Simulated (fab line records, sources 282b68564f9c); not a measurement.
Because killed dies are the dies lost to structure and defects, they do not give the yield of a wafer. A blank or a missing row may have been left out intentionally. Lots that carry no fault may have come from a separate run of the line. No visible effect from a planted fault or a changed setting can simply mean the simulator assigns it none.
A lot that was struck, set against a sound lot	flow rit_cmos	27 steps out of a route of 202
Sound: these wafers, L587.2, L587.5, L587.6. Struck: wafers L593.1, L593.2, L593.4. At the end, the cause is stated.
At each step with rows: each side's tool, then ch and its chambers, then its first start. Under that, the readings that differ: sound wafers	struck wafers	difference of the means	sigmas: that difference in standard deviations of wafers without a fault.
alike: same words and numbers on both sides, and readings whose means sit less than 2 such deviations apart. not compared: any withheld reading, any reading some wafer has no value for, any bound like >300 that may hide the same value, and any number with overlapping values for which the record gives no deviation.
Wherever a step has rows on one side only, a row that says differs or no value, or a row with sigmas, the two part there. When numbers do not overlap yet have no deviation, they are printed without sigmas and do not part them. A reading that every wafer of one side lacks parts them only if that side has two wafers or more.

RIT_ACTIVE_BOW_MEAS_00:
  struck on film_metro-04, day 3 17:00; sound on film_metro-02, day 2 11:01
  alike: INCOMING_BOW
then, 1 step without rows for these wafers: RIT_ACTIVE_OXIDATION_01 (target thk 46.8 nm, ox time 3360 s).
RIT_ACTIVE_THK_MEAS_02:
  struck on film_metro-03, day 3 19:53; sound on film_metro-04, day 2 14:34
  alike: ACTIVE_OXIDE_THK
RIT_ACTIVE_CVD_03: deposits Si3N4 from SiH2Cl2/NH3, target thk 150 nm, time 1500 s.
  sound on lpcvd-02 ch 0, day 2 14:37; struck on lpcvd-02 ch 1, day 3 19:57
reading	sound	struck	difference	sigmas
spike_tc_source_C (C)	827.4 829.3 828.1	830.7 833.8 832.7	+4.1	+2
model.Si3N4_of_ACTIVE_CVD_03.thk_nm (nm)	150.4 150.8 150.4	195.8 195.6 195.9	+45.2	
RIT_ACTIVE_THK_MEAS_04:
  struck on film_metro-03, day 3 21:22; sound on film_metro-02, day 2 16:03
reading	sound	struck	difference	sigmas
ACTIVE_NITRIDE_THK (nm)	150.4 150.8 150.5	195.8 195.5 196.1	+45.2	+30
then, 6 steps without rows for these wafers: RIT_ACTIVE_HMDS_05 (prime time 60 s); RIT_ACTIVE_COAT_06 (resist thk 1000 nm); RIT_ACTIVE_SOFTBAKE_07 (time 60 s); RIT_ACTIVE_EXPOSE_08 (exposes mask M1, target cd 1400 nm); RIT_ACTIVE_PEB_09; RIT_ACTIVE_DEVELOP_10 (develop time 50 s).
RIT_ACTIVE_CD_MEAS_11 targets a cd of 1400 nm.
  struck on cd_sem-02, day 3 22:24; sound on cd_sem-02, day 2 17:10
  alike: cd_nm
then, 1 step without rows for these wafers: RIT_ACTIVE_HARDBAKE_12 (time 60 s).
RIT_ACTIVE_ETCH_13: etches Si3N4 in SF6, stops on SiO2, time 210 s, target depth 210 nm.
  sound on rie_diel-03 ch 1,2, day 2 17:25; struck on rie_diel-03 ch 0,2,3, day 3 22:40
reading	sound	struck	difference	sigmas
oes_product_au (a.u.)	0.806 0.809 0.828	0.955 0.951 0.961	+0.141	+15
model.ACTIVE.feature_depth_nm (nm)	151.2 151.6 150.8	196.3 196.4 195.9	+45.0	
model.etch.depth_nm (nm)	150.4 150.8 150.4	195.8 195.6 195.9	+45.2	
  alike: drypump_motor_current_A, rf_fwd_power_W, throttle_valve_pct
  not compared: rf_hours_counter_h
RIT_ACTIVE_STRIP_14: strips in O2, time 180 s.
  sound on plasma_asher-01 ch 0,1, day 2 17:33; struck on plasma_asher-02 ch 0,1, day 3 22:49
  alike: drypump_motor_current_A
  not compared: rf_hours_counter_h
RIT_ACTIVE_CD_MEAS_90 targets a cd of 1400 nm.
  struck on cd_sem-02, day 3 22:59; sound on cd_sem-02, day 2 17:45
  alike: cd_nm
then, 4 steps without rows for these wafers: RIT_ACTIVE_CLEAN_15 (cleans in SC1, time 600 s); RIT_ACTIVE_CLEAN_16 (cleans in dHF, time 30 s); RIT_ACTIVE_CLEAN_17 (cleans in SC2, time 600 s); RIT_FOX1_OXIDATION_00 (target thk 350.7 nm, ox time 1130 s).
RIT_FOX1_THK_MEAS_01:
  struck on film_metro-01, day 4 03:19; sound on film_metro-01, day 2 19:35
  alike: FOX1_OXIDE_THK
then, 2 steps without rows for these wafers: RIT_FOX1_WET_ETCH_02 (etches SiO2 in BOE, target depth 350 nm, time 390 s); RIT_FOX2_OXIDATION_00 (target thk 350.7 nm, ox time 1130 s).
RIT_FOX2_THK_MEAS_01:
  struck on film_metro-01, day 4 04:53; sound on film_metro-02, day 2 22:38
  alike: FOX2_OXIDE_THK
RIT_FOX2_CLEAN_02: cleans in dHF, time 180 s.
  sound on wet_bench-04 ch 1, day 2 22:41; struck on wet_bench-04 ch 1, day 4 04:56
reading	sound	struck	difference	sigmas
model.Si3N4_of_ACTIVE_CVD_03.thk_nm (nm)	131.3 131.7 131.3	176.6 176.3 176.6	+45.1	
then, 1 step without rows for these wafers: RIT_FOX2_WET_ETCH_03 (etches Si3N4 in H3PO4, target depth 195 nm, time 2700 s).
RIT_M1_PROBE_99:
  struck on prober-02, day 5 21:53; sound on prober-02, day 4 19:47
reading	sound	struck	difference	sigmas
model.etest.pldd.width_nm (nm)	3159 3175 3163	3192 3187 3202	+28	
model.etest.nplus_sal.width_nm (nm)	3440 3450 3433	3489 3454 3462	+27	
  alike: killed_at_contacts, killed_at_front_end, killed_dies, killed_open, killed_short
  not compared: model.etest.nldd.width_nm, model.etest.pplus_sal.width_nm

## WHERE THEY PART
First at RIT_ACTIVE_CVD_03; last, within this record, at RIT_ACTIVE_ETCH_13. Later steps at which nothing parts them and some readings are alike: RIT_ACTIVE_STRIP_14, RIT_ACTIVE_CD_MEAS_90, RIT_FOX1_THK_MEAS_01, RIT_FOX2_THK_MEAS_01, RIT_M1_PROBE_99.

WHY: what had been put in by the simulator
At RIT_ACTIVE_CVD_03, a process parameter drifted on lpcvd-02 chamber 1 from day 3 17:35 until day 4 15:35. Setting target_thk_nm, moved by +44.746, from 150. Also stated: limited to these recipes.
